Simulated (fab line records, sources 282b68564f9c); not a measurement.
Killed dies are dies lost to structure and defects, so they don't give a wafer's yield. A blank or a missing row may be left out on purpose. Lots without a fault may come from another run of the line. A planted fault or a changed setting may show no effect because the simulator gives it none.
fab line records | flow rit_cmos
record lots=6 wafers=18 last_day=7
route steps=202 shown CONTACT@176 M1@184
lots that met no fault: from a run of the same line without faults
start_h: hours from the record's first day to the start of the lot's first wafer shown | wait_h: hours since the lot's step before | " the same as in the row above | L1.1+2: a row that stands for several wafers | - no value, or no start given | * or withheld: withheld | < > ~ a bound
route shown NAME@n: a module of which the file shows steps, and the number in the route of the first | usual: mean/standard deviation of fault-free wafers | same: alike in all rows | chamber/n: place in a boat | sites: the reading at each site | _std_site: their standard deviation | _edge_site: outer sites' mean less inner sites' | radius_mm: how far each site lies from the wafer's centre | mask NAME#n: copy n | behind: the tool/chamber that last shaped the wafer | hold: why the lot was held/for how many hours/how that ended | device: the transistor (n, p or np) that didn't switch | end of line: the same wafers' tests at the end of the route | a step without rows: its recipe alone | killed: dies lost to structure and defects at the first sort, not the wafer's yield | map: a wafer's dies, x killed, . not, _ none there
set.NAME: the setting as run; set.NAME@STEP: as run at that earlier step | model.NAME: the simulator's own value behind a step, which no gauge read
lots at some steps of the route; a table a step, a row a wafer
services: from which hour (start_h, from the record's first day; less than 0 if before it) a tool's chamber was out of use, for how many hours, and why
## steps
# step RIT_CONTACT_CD_MEAS_08
# recipe target_cd_nm=1000
# usual cd_nm=999.7/1.8
# columns lot.wafer tool chamber start_h wait_h cd_nm
L704.1 cd_sem-02 - 88.50 - 1000.6
L704.4 " - " " 998.2
L704.5 " - " " 999.5
L708.1 cd_sem-02 - 106.02 - 999.0
L708.2 " - " " 998.4
L708.4 " - " " 999.3
L711.1 cd_sem-02 - 119.66 - 998.0
L711.2 " - " " 997.5
L711.5 " - " " 999.3
L713.2 cd_sem-01 - 127.21 - 998.9
L713.3 " - " " 1001.0
L713.4 " - " " 998.9
L719.3 cd_sem-01 - 161.49 - 1003.4
L719.5 " - " " 999.9
L719.6 " - " " 1001.1
L720.4 cd_sem-01 - 165.73 - 1000.7
L720.5 " - " " 998.0
L720.6 " - " " 1000.1
# step RIT_CONTACT_OVL_MEAS_09
# usual CONTACT_OVL=-0.4/1.7
# columns lot.wafer tool chamber start_h wait_h CONTACT_OVL[nm]
L704.1 overlay-02 - 88.62 0.1 0.0
L704.4 " - " " 2.5
L704.5 " - " " -0.2
L708.1 overlay-01 - 106.14 0.1 -0.3
L708.2 " - " " 0.1
L708.4 " - " " -0.1
L711.1 overlay-02 - 119.78 0.1 -2.3
L711.2 " - " " -1.8
L711.5 " - " " -2.4
L713.2 overlay-01 - 127.32 0.1 3.2
L713.3 " - " " 2.0
L713.4 " - " " 2.5
L719.3 overlay-01 - 161.58 0.1 -0.9
L719.5 " - " " -0.2
L719.6 " - " " -0.2
L720.4 overlay-01 - 165.81 0.1 -2.0
L720.5 " - " " -0.9
L720.6 " - " " -2.6
# step RIT_CONTACT_HARDBAKE_10
# recipe resist=NOVOLAK temp_c=140 time_s=60
# step RIT_CONTACT_ETCH_11
# recipe target_depth_a=4800 over_etch_frac=0.2 stop_on=TiSi2 chemistry=CHF3/CF4/Ar target=SiO2 CHF3_flow_sccm=50 cf4_flow_sccm=10 Ar_flow_sccm=100 O2_flow_sccm=5 pressure_mtorr=100 rf_w=200 time_s=320
# usual chamber_pressure_mTorr=100.00/0.1 drypump_motor_current_A=5.9/0.39 oes_product_au=0.990/0.0096 rf_fwd_power_W=199.6/0.65 throttle_valve_pct=8.89/0.14
# columns lot.wafer tool chamber start_h wait_h chamber_pressure_mTorr drypump_motor_current_A oes_product_au rf_fwd_power_W rf_hours_counter_h throttle_valve_pct
L704.1 rie_diel-02 1 88.81 0.1 99.99 5.8 0.994 199.7 146 8.88
L704.4 " 3 " " 100.14 6.6 1.010 199.2 10 8.76
L704.5 " 0 " " 100.05 5.8 0.982 200.7 - 8.82
L708.1 rie_diel-03 0 106.33 0.1 99.76 6.2 0.971 199.8 8 9.02
L708.2 " 1 " " 100.17 6.0 0.989 199.6 129 9.04
L708.4 " 3 " " 99.83 6.0 1.004 200.0 53 8.58
L711.1 rie_diel-03 1 120.05 0.1 99.99 6.0 0.989 199.7 129 9.07
L711.2 " 0 " " 99.87 6.2 0.979 198.9 8 9.01
L711.5 " 0 " " 100.14 6.2 0.974 199.5 - 8.99
L713.2 rie_diel-02 2 127.50 0.1 100.20 5.9 0.985 198.9 2 9.12
L713.3 " 1 " " 99.92 5.8 0.981 201.1 148 8.88
L713.4 " 3 " " 99.99 6.6 1.000 198.7 11 8.78
L719.3 rie_diel-02 1 161.76 0.1 99.92 5.8 0.979 200.2 148 8.88
L719.5 " 1 " " 100.11 5.8 0.992 199.3 - 8.89
L719.6 " 0 " " 100.06 5.8 0.981 198.6 - 8.83
L720.4 rie_diel-04 3 165.97 0.1 100.02 6.0 0.971 200.4 0 8.82
L720.5 " 1 " " 100.01 5.9 0.995 199.2 - 8.94
L720.6 " 2 " " 100.01 5.2 0.989 199.5 - 9.05
# step RIT_CONTACT_STRIP_12
# recipe chemistry=O2 time_s=180 resist=NOVOLAK platen_temp_c=withheld power_w=500 pressure_mtorr=4000 o2_flow_sccm=4000
# usual chamber_pressure_mTorr=3999/3.7 drypump_motor_current_A=5.71/0.19
# columns lot.wafer tool chamber start_h wait_h chamber_pressure_mTorr drypump_motor_current_A rf_hours_counter_h
L704.1 plasma_asher-04 1 89.00 0.1 4004 5.69 45
L704.4 " 1 " " 4001 5.68 -
L704.5 " 1 " " 3994 5.68 -
L708.1 plasma_asher-03 1 106.53 0.1 4004 5.62 46
L708.2 " 0 " " 3998 5.54 46
L708.4 " 1 " " 4001 5.64 -
L711.1 plasma_asher-01 1 120.24 0.1 3993 6.10 48
L711.2 " 0 " " 3997 5.55 48
L711.5 " 0 " " 4000 5.56 -
L713.2 plasma_asher-01 1 127.69 0.1 4007 6.06 49
L713.3 " 0 " " 4002 5.57 -
L713.4 " 1 " " 4001 6.06 -
L719.3 plasma_asher-04 0 162.01 0.2 3998 5.93 -
L719.5 " 1 " " 3995 5.65 -
L719.6 " 0 " " 4001 5.93 -
L720.4 plasma_asher-03 1 166.23 0.2 4002 5.67 -
L720.5 " 1 " " 4001 5.63 -
L720.6 " 0 " " 4009 5.54 -
# step RIT_CONTACT_CD_MEAS_90
# recipe target_cd_nm=1000
# usual cd_nm=999.8/1.9
# columns lot.wafer tool chamber start_h wait_h cd_nm
L704.1 cd_sem-02 - 89.18 0.1 1001.0
L704.4 " - " " 998.8
L704.5 " - " " 999.8
L708.1 cd_sem-02 - 106.70 0.1 999.1
L708.2 " - " " 998.2
L708.4 " - " " 999.2
L711.1 cd_sem-01 - 120.42 0.1 998.2
L711.2 " - " " 997.8
L711.5 " - " " 999.6
L713.2 cd_sem-01 - 127.89 0.1 999.5
L713.3 " - " " 1001.8
L713.4 " - " " 998.9
L719.3 cd_sem-02 - 162.17 0.1 1003.8
L719.5 " - " " 1000.2
L719.6 " - " " 1000.7
L720.4 cd_sem-02 - 166.40 0.1 1000.8
L720.5 " - " " 998.4
L720.6 " - " " 999.6
# step RIT_CONTACT_CLEAN_13
# recipe chemistry=SC1 mix=3:3:50 time_s=600 temp_c=75
# step RIT_CONTACT_CLEAN_14
# recipe chemistry=SC2 mix=3:3:50 time_s=600 temp_c=75 dry=n2_spin
# step RIT_M1_SPUTTER_00
# recipe material=Al target_thk_nm=400 power_w=2000 chamber_pressure_pa=0.4 gas=Ar time_s=500 substrate_temp_c=25
# usual throttle_valve_pct=29.7/1.1
# columns lot.wafer tool chamber start_h wait_h throttle_valve_pct
L704.1 pvd_sputter-03 - 89.65 0.0 28.2
L704.4 " - " " 28.3
L704.5 " - " " 29.2
L708.1 pvd_sputter-04 - 107.19 0.0 30.0
L708.2 " - " " 30.4
L708.4 " - " " 29.9
L711.1 pvd_sputter-01 - 120.89 0.0 29.0
L711.2 " - " " 31.8
L711.5 " - " " 30.9
L713.2 pvd_sputter-01 - 128.37 0.0 28.7
L713.3 " - " " 29.5
L713.4 " - " " 31.7
L719.3 pvd_sputter-01 - 162.60 0.0 30.8
L719.5 " - " " 31.1
L719.6 " - " " 29.2
L720.4 pvd_sputter-03 - 166.81 0.0 29.0
L720.5 " - " " 30.7
L720.6 " - " " 29.1
# step RIT_M1_RS_MEAS_01
# recipe thk_meas_gauge=four-point-probe reads=Al_of_M1_SPUTTER_00
# usual M1_AL_RS=0.0735/0.00076
# columns lot.wafer tool chamber start_h wait_h M1_AL_RS[ohm/sq]
L704.1 film_metro-03 - 89.94 0.1 0.0743
L704.4 " - " " 0.0749
L704.5 " - " " 0.0737
L708.1 film_metro-04 - 107.48 0.1 0.0745
L708.2 " - " " 0.0738
L708.4 " - " " 0.0740
L711.1 film_metro-04 - 121.18 0.1 0.0733
L711.2 " - " " 0.0734
L711.5 " - " " 0.0731
L713.2 film_metro-03 - 128.68 0.2 0.0735
L713.3 " - " " 0.0740
L713.4 " - " " 0.0737
L719.3 film_metro-03 - 162.93 0.2 0.0728
L719.5 " - " " 0.0730
L719.6 " - " " 0.0731
L720.4 film_metro-02 - 167.17 0.2 0.0720
L720.5 " - " " 0.0739
L720.6 " - " " 0.0728
# step RIT_M1_THK_MEAS_02
# recipe thk_meas_gauge=xrf reads=Al_of_M1_SPUTTER_00
# usual M1_AL_THK=408/5.2
# columns lot.wafer tool chamber start_h wait_h M1_AL_THK[nm]
L704.1 film_metro-03 - 90.06 0.1 403
L704.4 " - " " 402
L704.5 " - " " 408
L708.1 film_metro-04 - 107.60 0.1 400
L708.2 " - " " 407
L708.4 " - " " 405
L711.1 film_metro-04 - 121.30 0.1 408
L711.2 " - " " 404
L711.5 " - " " 409
L713.2 film_metro-03 - 128.79 0.1 410
L713.3 " - " " 406
L713.4 " - " " 411
L719.3 film_metro-03 - 163.03 0.1 417
L719.5 " - " " 413
L719.6 " - " " 416
L720.4 film_metro-02 - 167.26 0.1 409
L720.5 " - " " 403
L720.6 " - " " 405
# step RIT_M1_HMDS_03
# recipe prime_time_s=60 prime_temp_c=140
# step RIT_M1_COAT_04
# recipe resist=NOVOLAK spin_rpm=2000 resist_thk_nm=1300
# columns lot.wafer tool chamber start_h wait_h model.NOVOLAK_of_M1_COAT_04.thk_nm
L704.1 litho_track-03 0 90.27 0.1 1299
L704.4 " 0 " " 1302
L704.5 " 0 " " 1303
L708.1 litho_track-01 0 107.81 0.1 1300
L708.2 " 0 " " 1299
L708.4 " 0 " " 1296
L711.1 litho_track-01 0 121.51 0.1 1359
L711.2 " 0 " " 1356
L711.5 " 0 " " 1355
L713.2 litho_track-01 0 129.02 0.1 1358
L713.3 " 0 " " 1360
L713.4 " 0 " " 1356
L719.3 litho_track-03 0 163.27 0.1 1298
L719.5 " 0 " " 1295
L719.6 " 0 " " 1296
L720.4 litho_track-03 0 167.51 0.1 1294
L720.5+6 " 0 " " 1299
# step RIT_M1_SOFTBAKE_05
# recipe resist=NOVOLAK temp_c=90 time_s=60
# step RIT_M1_EXPOSE_06
# recipe mask_id=M12 na=0.6 source_shape=conventional sigma_outer=0.5 target_cd_nm=2600 dose_mj=250
# step RIT_M1_PEB_07
# recipe resist=NOVOLAK temp_c=withheld time_s=withheld
# step RIT_M1_DEVELOP_08
# recipe resist=NOVOLAK develop_time_s=68 dev_temp_c=23.78
# step RIT_M1_CD_MEAS_09
# recipe target_cd_nm=2600
# usual cd_nm=2599.3/2.4
# columns lot.wafer tool chamber start_h wait_h cd_nm
L704.1 cd_sem-01 - 91.39 - 2598.7
L704.4 " - " " 2598.3
L704.5 " - " " 2599.7
L708.1 cd_sem-01 - 108.77 - 2602.5
L708.2 " - " " 2601.4
L708.4 " - " " 2601.4
L711.1 cd_sem-02 - 122.24 - 2605.5
L711.2 " - " " 2606.0
L711.5 " - " " 2604.9
L713.2 cd_sem-02 - 129.74 - 2600.6
L713.3 " - " " 2601.5
L713.4 " - " " 2601.5
L719.3 cd_sem-01 - 163.99 - 2598.7
L719.5 " - " " 2595.5
L719.6 " - " " 2596.5
L720.4 cd_sem-01 - 168.35 - 2599.8
L720.5 " - " " 2598.7
L720.6 " - " " 2599.5
# step RIT_M1_OVL_MEAS_10
# usual M1_OVL=-0.2/1.4
# columns lot.wafer tool chamber start_h wait_h M1_OVL[nm]
L704.1 overlay-01 - 91.51 0.1 1.6
L704.4 " - " " 2.1
L704.5 " - " " 0.3
L708.1 overlay-02 - 108.89 0.1 0.7
L708.2 " - " " -0.1
L708.4 " - " " 1.5
L711.1 overlay-01 - 122.36 0.1 0.1
L711.2 " - " " 0.0
L711.5 " - " " -1.2
L713.2 overlay-02 - 129.85 0.1 -0.7
L713.3 " - " " 0.3
L713.4 " - " " -0.3
L719.3 overlay-02 - 164.08 0.1 -0.4
L719.5 " - " " -1.2
L719.6 " - " " -0.1
L720.4 overlay-02 - 168.43 0.1 0.3
L720.5 " - " " -1.2
L720.6 " - " " -0.8
# step RIT_M1_HARDBAKE_11
# recipe resist=NOVOLAK temp_c=140 time_s=120
# step RIT_M1_METAL_ETCH_12
# recipe stop_on=SiO2 chemistry=Cl2/BCl3 target=Al time_s=165 over_etch_frac=0.5 pressure_mtorr=100 target_depth_a=6000 rf_w=242.2 Cl2_flow_sccm=60 bcl3_flow_sccm=50
# usual chamber_pressure_mTorr=100.01/0.091 drypump_motor_current_A=5.85/0.27 oes_product_au=0.777/0.013 rf_fwd_power_W=241.1/0.8 throttle_valve_pct=8.23/0.12
# columns lot.wafer tool chamber start_h wait_h chamber_pressure_mTorr drypump_motor_current_A oes_product_au rf_fwd_power_W rf_hours_counter_h throttle_valve_pct model.NOVOLAK_of_M1_COAT_04.thk_nm
L704.1 rie_metal-02 0 91.95 0.2 99.94 5.66 0.786 242.8 2.7 8.04 815.5
L704.4 " 1 " " 99.97 6.23 0.764 240.6 - 8.41 820.3
L704.5 " 1 " " 99.96 6.22 0.766 241.2 - 8.40 821.4
L708.1 rie_metal-02 1 109.29 0.2 100.05 6.22 0.770 241.3 2.9 8.40 818.5
L708.2 " 0 " " 99.97 5.62 0.785 240.7 2.9 8.05 815.2
L708.4 " 0 " " 99.99 5.69 0.773 240.6 - 8.05 813.6
L711.1 rie_metal-02 0 122.65 0.2 99.95 5.69 0.788 240.8 3.1 8.04 866.2
L711.2 " 1 " " 99.97 6.21 0.766 241.8 3.1 8.42 864.5
L711.5 " 0 " " 99.91 5.69 0.784 240.3 - 8.04 863.8
L713.2 rie_metal-04 0 130.13 0.2 99.93 5.66 0.762 241.1 4.7 8.31 869.9
L713.3 " 0 " " 99.94 5.67 0.761 241.6 - 8.32 872.9
L713.4 " 1 " " 99.93 5.70 0.773 240.6 - 8.11 875.4
L719.3 rie_metal-04 0 164.41 0.2 99.94 5.69 0.764 240.2 - 8.30 819.7
L719.5 " 0 " " 100.09 5.70 0.766 239.7 - 8.31 816.9
L719.6 " 1 " " 100.02 5.69 0.783 241.5 - 8.11 822.4
L720.4 rie_metal-02 0 168.75 0.1 99.95 5.72 0.795 240.3 - 8.04 810.9
L720.5 " 1 " " 100.01 6.23 0.768 240.9 - 8.41 818.8
L720.6 " 0 " " 100.06 5.71 0.799 241.6 - 8.05 818.4
# step RIT_M1_STRIP_13
# recipe chemistry=nmp resist=NOVOLAK temp_c=80 time_s=600 dry=n2_spin
# step RIT_M1_PROBE_99
# usual defect_limited_yield=97.6/1.2 killed_at_contacts=0.1/0.23 killed_at_front_end=6/3.1 killed_dies=6/3.1 killed_on_rim=1.7/1.3 killed_open=3.2/1.9 killed_short=3.2/2.1 sort_bin_3_pad_short=0.1/0.22 sort_bin_5_function=1.5/0.86 sort_bin_6_memory=0.9/0.61 sort_n_pass=258/3.1 sort_yield_pct=97.6/1.2
# same gross_dies=264 killed_at_M0_to_M3=0 killed_at_M4_up=0 killed_at_back_side=0 killed_at_other=0
# columns lot.wafer tool chamber start_h wait_h defect_limited_yield[%] killed_at_contacts killed_at_front_end killed_dies killed_on_rim killed_open killed_short sort_bin_3_pad_short[%] sort_bin_5_function[%] sort_bin_6_memory[%] sort_n_pass sort_yield_pct[%]
L704.1 prober-02 - 95.31 0.1 97.7 0 6 6 1 3 3 0 0.8 1.5 258 97.7
L704.4 prober-02 - 95.46 0.2 98.1 0 5 5 2 3 2 0 1.5 0.4 259 98.1
L704.5 prober-02 - 95.51 0.2 98.5 0 4 4 0 1 3 0 1.1 0.4 260 98.5
L708.1 prober-01 - 111.56 0.1 98.1 0 5 5 1 3 2 0 1.1 0.8 259 98.1
L708.2 prober-01 - 111.61 0.1 98.5 0 4 4 2 3 1 0 0.4 1.1 260 98.5
L708.4 prober-01 - 111.71 0.2 98.5 0 4 4 1 4 0 0 0.4 1.1 260 98.5
L711.1 prober-02 - 124.90 0.1 98.1 0 5 5 0 1 4 0.4 1.1 0.4 259 98.1
L711.2 prober-02 - 124.95 0.1 98.1 0 5 5 2 2 3 0 1.1 0.8 259 98.1
L711.5 prober-02 - 125.10 0.2 96.6 0 9 9 2 5 4 0 2.3 1.1 255 96.6
L713.2 prober-02 - 158.79 0.1 97.0 1 7 8 2 7 1 0 1.9 1.1 256 97.0
L713.3 prober-02 - 158.84 0.2 97.7 0 6 6 3 4 2 0.4 1.9 0 258 97.7
L713.4 prober-02 - 158.89 0.2 97.3 0 7 7 3 6 1 0 1.9 0.8 257 97.3
L719.3 prober-02 - 166.88 0.2 97.3 0 7 7 1 6 1 0 1.9 0.8 257 97.3
L719.5 prober-02 - 166.98 0.2 97.0 0 8 8 4 6 2 0 2.3 0.8 256 97.0
L719.6 prober-02 - 167.03 0.2 97.3 1 6 7 2 3 4 0 1.9 0.8 257 97.3
# killed by level:class
L704.1 GATE:geometric_particle:short=2 FOX2:geometric_particle:short=1 GATE:geometric_particle:open=1 REOX:geometric_particle:open=1 SILICIDE:geometric_particle:open=1
L704.4 GATE:geometric_particle:short=2 GATE:geometric_particle:open=1 SPACER:geometric_particle:open=1 SILICIDE:geometric_particle:open=1
L704.5 FOX1:geometric_particle:short=1 GATE:geometric_particle:short=1 GATE:geometric_particle:open=1 REOX:geometric_particle:short=1
L708.1 GATE:geometric_particle:open=2 FOX2:geometric_particle:open=1 GATE:geometric_particle:short=1 SILICIDE:geometric_particle:short=1
L708.2 GATE:geometric_particle:open=3 GATE:geometric_particle:short=1
L708.4 GATE:geometric_particle:open=2 FOX1:geometric_particle:open=1 REOX:geometric_particle:open=1
L711.1 FOX1:geometric_particle:open=1 FOX1:geometric_particle:short=1 FOX2:geometric_particle:short=1 REOX:geometric_particle:short=1 SPACER:geometric_particle:short=1
L711.2 GATE:geometric_particle:open=2 FOX1:geometric_particle:short=1 GATE:geometric_particle:short=1 REOX:geometric_particle:short=1
L711.5 REOX:geometric_particle:open=3 FOX1:geometric_particle:short=1 FOX1:geometric_particle:open=1 FOX2:geometric_particle:short=1 REOX:geometric_particle:short=1 SILICIDE:geometric_particle:short=1 SILICIDE:geometric_particle:open=1
L713.2 FOX2:geometric_particle:open=3 ACTIVE:geometric_particle:short=1 FOX1:geometric_particle:open=1 REOX:geometric_particle:open=1 SILICIDE:geometric_particle:open=1 CONTACT:geometric_particle:open=1
L713.3 GATE:geometric_particle:open=2 FOX1:geometric_particle:short=1 GATE:geometric_particle:short=1 REOX:geometric_particle:open=1 SPACER:geometric_particle:open=1
L713.4 ACTIVE:geometric_particle:open=1 FOX1:geometric_particle:short=1 FOX1:geometric_particle:open=1 FOX2:geometric_particle:open=1 GATE:geometric_particle:open=1 REOX:geometric_particle:open=1 SILICIDE:geometric_particle:open=1
L719.3 REOX:geometric_particle:open=3 FOX1:geometric_particle:open=2 SPACER:geometric_particle:short=1 SILICIDE:geometric_particle:open=1
L719.5 GATE:geometric_particle:open=3 REOX:geometric_particle:open=2 FOX1:geometric_particle:open=1 FOX1:geometric_particle:short=1 SPACER:geometric_particle:short=1
L719.6 FOX1:geometric_particle:short=3 ACTIVE:geometric_particle:open=1 FOX1:geometric_particle:open=1 GATE:geometric_particle:open=1 CONTACT:geometric_particle:short=1
## services
# columns tool chamber start_h hours kind
rie_diel-03 1 65.39 15.9 repair
rie_metal-04 - 65.62 0.3 repair
rie_diel-04 1 68.21 5.2 repair
rie_metal-02 0 71.83 2.3 repair
pvd_sputter-04 - 79.59 9.4 repair
rie_diel-03 1 90.83 2.7 repair
rie_diel-02 - 107.92 1.0 repair
plasma_asher-03 - 108.75 9.0 pm
plasma_asher-03 0 108.75 9.0 vent_cycle
plasma_asher-03 1 108.75 9.0 vent_cycle
rie_metal-04 0 117.35 10.5 repair
plasma_asher-03 0 117.75 - clean
plasma_asher-03 1 117.75 - clean
plasma_asher-04 - 125.17 1.5 repair
rie_diel-04 3 126.21 - clean
rie_diel-04 3 126.21 27.3 scheduled_down
rie_diel-04 3 126.21 27.3 vent_cycle
rie_diel-03 - 130.78 2.8 pm
rie_metal-04 0 131.99 1.2 repair
rie_diel-02 3 153.81 5.6 repair
plasma_asher-01 - 160.25 2.8 pm
rie_diel-02 1 164.93 - clean
pvd_sputter-03 - 168.04 1.4 repair
## key
first_sign step=RIT_M1_CD_MEAS_09 reading=cd_nm direction=up sigmas=1.7 usual=2599.3 struck=2603.3 wafers_moved=3 through=control_loop
effect none on later readings
model_effect step=RIT_M1_COAT_04 value=NOVOLAK_of_M1_COAT_04.thk_nm without=1296 struck=1357
model_effect step=RIT_M1_METAL_ETCH_12 value=NOVOLAK_of_M1_COAT_04.thk_nm without=816.5 struck=868.8
met_at RIT_M1_COAT_04
struck_wafers L711.1,L711.2,L711.5,L713.2,L713.3,L713.4
loop_trim step=RIT_M1_EXPOSE_06 setting=dose lots=L711
onset_between 107.81 121.51
also_fits RIT_CONTACT_STRIP_12:plasma_asher-01
fault kind=process_parameter_drift tool=litho_track-01 chamber=- onset_h=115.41 steps=RIT_M1_COAT_04 channel=resist_thk_nm offset=60.927 shape=step end_h=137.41 acts_in=these_recipes_only stated=1300
# loop_trim: a control loop set the setting to another value than it would have without faults
